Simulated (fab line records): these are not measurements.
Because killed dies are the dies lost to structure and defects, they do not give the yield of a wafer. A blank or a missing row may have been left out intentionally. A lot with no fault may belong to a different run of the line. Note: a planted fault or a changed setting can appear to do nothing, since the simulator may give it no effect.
Struck lot and sound lot, side by side || flow ritCmos || 16 steps out of a route of 202
Sound: wafers L142.1, L142.4, L142.6. Wafers struck: L150.2, L150.4, L150.5. The cause is named last.
Each step with rows lists, per side, the tool, then ch with its chambers, then its first start. Under that, the readings that differ: sound wafers || struck wafers || difference of the means || sigmas: that difference in standard deviations of wafers without a fault.
alike: readings with means less than 2 such deviations apart, plus words and numbers identical on both sides. not compared: withheld readings, readings lacking a value on some wafer, bounds such as >300 that could conceal the same value, and numbers that have no deviation in the record and whose values overlap.
The two part at a step that has a row with sigmas, a row that says differs or no value, or rows on one side only. Non-overlapping numbers with no deviation appear without sigmas and do not part them. A reading missing from all wafers of one side parts the sides only when that side holds two or more wafers.

first, 1 step without rows for these wafers: RIT_ACTIVE_OXIDATION_01 (target thk 46.8 nm, ox time 3360 s).
RIT_ACTIVE_THK_MEAS_02:
  struck on filmMetro-03, day 3 14:04; sound on filmMetro-04, day 1 22:03
  alike: ACTIVE_OXIDE_THK
then, 1 step without rows for these wafers: RIT_ACTIVE_CVD_03 (deposits Si3N4 from SiH2Cl2/NH3, target thk 150 nm, time 1500 s).
RIT_ACTIVE_THK_MEAS_04:
  struck on filmMetro-04, day 3 15:32; sound on filmMetro-02, day 1 23:34
{"reading": "ACTIVE_NITRIDE_THK (nm)", "sound": "152.0 150.6 150.3", "struck": "146.7 148.9 147.7", "difference": -3.2, "sigmas": -2}
then, 6 steps without rows for these wafers: RIT_ACTIVE_HMDS_05 (prime time 60 s); RIT_ACTIVE_COAT_06 (resist thk 1000 nm); RIT_ACTIVE_SOFTBAKE_07 (time 60 s); RIT_ACTIVE_EXPOSE_08 (exposes mask M1, target cd 1400 nm); RIT_ACTIVE_PEB_09; RIT_ACTIVE_DEVELOP_10 (develop time 50 s).
RIT_ACTIVE_CD_MEAS_11 targets a cd of 1400 nm.
  struck on cdSem-01, day 3 16:35; sound on cdSem-01, day 2 00:29
{"reading": "cdNm (nm)", "sound": "1399.1 1399.1 1398.4", "struck": "1403.2 1405.5 1403.0", "difference": "+5.0", "sigmas": "+2"}
then, 1 step without rows for these wafers: RIT_ACTIVE_HARDBAKE_12 (time 60 s).
RIT_ACTIVE_ETCH_13: etches Si3N4 in SF6, stops on SiO2, time 210 s, target depth 210 nm.
  sound on rieDiel-04 ch 0,1, day 2 00:45; struck on rieDiel-03 ch 2,3, day 3 16:50
  no value came back on the struck wafers for any of 5 readings (SF6_flow_sccm (sccm), chamberPressureMTorr (mTorr) and others); on the sound wafers SF6_flow_sccm (sccm) reads 199.8 199.6 199.9
{"reading": "model.NOVOLAK_of_ACTIVE_COAT_06.thkNm (nm)", "sound": "661.8 664.1 661.1", "struck": "888.9 890.8 888.6", "difference": "+227.1", "sigmas": ""}
  not compared: rfHoursCounterH
RIT_ACTIVE_STRIP_14: strips in O2, time 180 s.
  sound on plasmaAsher-02 ch 0,1, day 2 00:53; struck on plasmaAsher-01 ch 0,1, day 3 16:58
  alike: chamberPressureMTorr, drypumpMotorCurrentA
  not compared: rfHoursCounterH
RIT_ACTIVE_CD_MEAS_90 targets a cd of 1400 nm.
  struck on cdSem-01, day 3 17:10; sound on cdSem-02, day 2 01:04
{"reading": "cdNm (nm)", "sound": "1399.4 1399.0 1398.6", "struck": "- - -", "difference": "no value on the struck wafers", "sigmas": ""}
then, 1 step without rows for these wafers: RIT_ACTIVE_CLEAN_15 (cleans in SC1, time 600 s).

## WHERE THEY PART
First at RIT_ACTIVE_THK_MEAS_04; last, within this record, at RIT_ACTIVE_CD_MEAS_90.

WHY: what had been put in by the simulator
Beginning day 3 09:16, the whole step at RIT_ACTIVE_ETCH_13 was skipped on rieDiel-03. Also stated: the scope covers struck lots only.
